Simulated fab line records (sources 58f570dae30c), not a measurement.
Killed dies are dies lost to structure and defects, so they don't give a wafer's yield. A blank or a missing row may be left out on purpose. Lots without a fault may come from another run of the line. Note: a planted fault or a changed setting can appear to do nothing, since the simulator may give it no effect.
Split-lot study | flow berkeley cmos170 | route with 331 steps; 5 lots, 23 wafers read

## ABOUT THE SPLIT
At UCB170_PWELL_OXIDATION_02 (target thk 26.4 nm, ox time 1260 s), the setting temp c was moved away from the recipe's 1000 C on 15 of the 23 wafers read, by -1.3% to +2.1%. This setting was run at the recipe's value on the other wafers.

The file shows no step between the split and the reading.

## THE READING
PWELL_OXIDE_THK in nanometres, read at UCB170_PWELL_THK_MEAS_03. On this fab line, fault-free wafers typically give 26.0 nm with a standard deviation of 0.44 nm.

wafer  | tool, chamber at the split | temp c as run, C | against the recipe | PWELL_OXIDE_THK, nm | against lot-mates on the recipe
L077.2 | -, -                       | 989.7            | -1.0%              | 22.9                | no lot-mate on the recipe
L077.3 | -, -                       | 989.7            | -1.0%              | 23.2                | no lot-mate on the recipe
L077.4 | -, -                       | 989.7            | -1.0%              | 23.0                | no lot-mate on the recipe
L077.5 | -, -                       | 989.7            | -1.0%              | 23.1                | no lot-mate on the recipe
L077.6 | -, -                       | 989.7            | -1.0%              | 23.3                | no lot-mate on the recipe
L078.1 | -, -                       | 1021             | +2.1%              | 31.4                | no lot-mate on the recipe
L078.2 | -, -                       | 1021             | +2.1%              | 31.7                | no lot-mate on the recipe
L078.3 | -, -                       | 1021             | +2.1%              | 31.4                | no lot-mate on the recipe
L078.4 | -, -                       | 1021             | +2.1%              | 31.4                | no lot-mate on the recipe
L078.5 | -, -                       | 1021             | +2.1%              | 32.1                | no lot-mate on the recipe
L083.1 | -, -                       | 987.1            | -1.3%              | 22.8                | no lot-mate on the recipe
L083.2 | -, -                       | 987.1            | -1.3%              | 22.5                | no lot-mate on the recipe
L083.3 | -, -                       | 987.1            | -1.3%              | 22.2                | no lot-mate on the recipe
L083.5 | -, -                       | 987.1            | -1.3%              | 22.9                | no lot-mate on the recipe
L083.6 | -, -                       | 987.1            | -1.3%              | 22.8                | no lot-mate on the recipe
L082.2 | furnace-02, 0              | 1000             | recipe             | 26.0                | -
L082.4 | furnace-02, 0              | 1000             | recipe             | 25.8                | -
L082.5 | furnace-02, 0              | 1000             | recipe             | 26.0                | -
L084.1 | -, -                       | 1000             | recipe             | 26.1                | -
L084.2 | -, -                       | 1000             | recipe             | 25.9                | -
L084.4 | -, -                       | 1000             | recipe             | 25.7                | -
L084.5 | -, -                       | 1000             | recipe             | 25.7                | -
L084.6 | -, -                       | 1000             | recipe             | 25.6                | -

THE FIT
A straight line over all 23 wafers: PWELL_OXIDE_THK changes by +2.67 nm for each +1% of temp c; r = +1.00; the points scatter about the line by 0.24 nm.
Too few moved wafers with a lot-mate on the recipe to fit a line net of each lot's own level.

## THE WHOLE CHAIN: every reading that the file lists as answering this split, in the file's order
step                      | what it does                       | reading                                                                            | change (the file's fit)              | r (the file's)
UCB170_PWELL_OXIDATION_02 | target thk 26.4 nm, ox time 1260 s | SiO2_of_PWELL_OXIDATION_02.thk nm (the simulator's own value, which no gauge read) | +2.67 nm for each +1% of the setting | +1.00
UCB170_PWELL_THK_MEAS_03  |                                    | PWELL_OXIDE_THK                                                                    | +2.68 for each +1% of the setting    | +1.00

## FILE'S OWN FIT
PWELL_OXIDE_THK changes by +2.68 nm for each +1% of temp c, r = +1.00.
